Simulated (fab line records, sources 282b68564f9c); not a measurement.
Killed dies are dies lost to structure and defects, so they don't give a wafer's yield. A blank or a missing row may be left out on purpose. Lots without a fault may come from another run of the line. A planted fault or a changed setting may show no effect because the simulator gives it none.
Which tool did it? | flow rit_cmos | 13 lots, 39 wafers sampled, at 2 steps of a route of 202

WHAT THE GAUGES READ, wafer by wafer
RIT_M1_CD_MEAS_09: target cd 2600 nm.
lot  | measured    | on        | cd_nm (nm)
L285 | day 3 05:48 | cd_sem-02 | 2596.9 2598.9 2599.8
L289 | day 4 03:34 | cd_sem-01 | 2602.0 2601.0 2598.9
L290 | day 4 10:43 | cd_sem-01 | 2598.9 2598.9 2600.4
L291 | day 4 13:34 | cd_sem-02 | 2602.8 2603.8 2603.2
L293 | day 5 00:41 | cd_sem-01 | 2601.3 2599.6 2601.1
L294 | day 5 05:51 | cd_sem-02 | 2597.3 2597.8 2596.1
L295 | day 5 08:28 | cd_sem-01 | 2599.9 2600.0 2600.0
L296 | day 5 13:18 | cd_sem-01 | 2752.4 2750.6 2749.5 2752.3 2750.5 2749.6
L304 | day 7 05:47 | cd_sem-02 | 2599.7 2600.9 2599.2
L305 | day 7 14:00 | cd_sem-02 | 2597.9 2597.4 2597.3
L306 | day 7 17:31 | cd_sem-01 | 2597.4 2598.8 2595.3
L307 | day 7 22:05 | cd_sem-02 | 2602.7 2600.1 2601.5
L308 | day 8 03:56 | cd_sem-02 | 2597.2 2597.2 2596.2

WHICH TOOL RAN EACH LOT (tool, then ch and the chambers of the sampled wafers, then the start)
lot  | RIT_M1_EXPOSE_06
L285 | iline_stepper-02 ch 0, day 3 05:22
L289 | iline_stepper-01 ch 0, day 4 03:07
L290 | iline_stepper-01 ch 0, day 4 10:17
L291 | iline_stepper-01 ch 0, day 4 13:08
L293 | iline_stepper-02 ch 0, day 5 00:16
L294 | iline_stepper-01 ch 0, day 5 05:25
L295 | iline_stepper-02 ch 0, day 5 08:02
L296 | iline_stepper-02 ch 0, day 5 12:52
L304 | iline_stepper-02 ch 0, day 7 05:22
L305 | iline_stepper-02 ch 0, day 7 13:34
L306 | iline_stepper-02 ch 0, day 7 17:05
L307 | iline_stepper-02 ch 0, day 7 21:39
L308 | iline_stepper-01 ch 0, day 8 03:30
- RIT_M1_EXPOSE_06: exposes mask M12, target cd 2600 nm.

WHAT THE TOOLS THEMSELVES READ (means of the sampled wafers that have a number; where no wafer has one, the mark that the record gives instead)
The record holds no such reading with a usual standard deviation.

THE ANSWER, worked out from the rows above alone
Rule: what is usual is taken from the lots themselves. Put in order of their means at a reading, lots are off if they are a third of the lots or fewer, leave a main group of 4 or more, and stand apart from it by a gap of 3 or more times the standard deviation of the main group's means; of several such gaps the widest counts. A main group whose means are all the same, to the digits that the tables above print for the reading, isn't used. A lot without any number at a reading at which 4 lots or more have one is off too. The other lots that the step has rows for count as sound. The gauges are gone through in route order, then the tools' own readings, and for those a lot's mean is taken as printed above. The first step at which some lot is off is used, and at that step the reading that is off furthest; a lot without a number counts as furthest.
Off: L296, at RIT_M1_CD_MEAS_09 (cd_nm). The main group: mean 2599.4 nm, standard deviation 1.9.
A tool fits if, at a process step before that reading, it ran every lot that is off, and no sound lot after the first of them. The gauges at RIT_M1_CD_MEAS_09 are tried like those tools. None of those tried fits.

WHAT THE SIMULATOR HAD PUT IN
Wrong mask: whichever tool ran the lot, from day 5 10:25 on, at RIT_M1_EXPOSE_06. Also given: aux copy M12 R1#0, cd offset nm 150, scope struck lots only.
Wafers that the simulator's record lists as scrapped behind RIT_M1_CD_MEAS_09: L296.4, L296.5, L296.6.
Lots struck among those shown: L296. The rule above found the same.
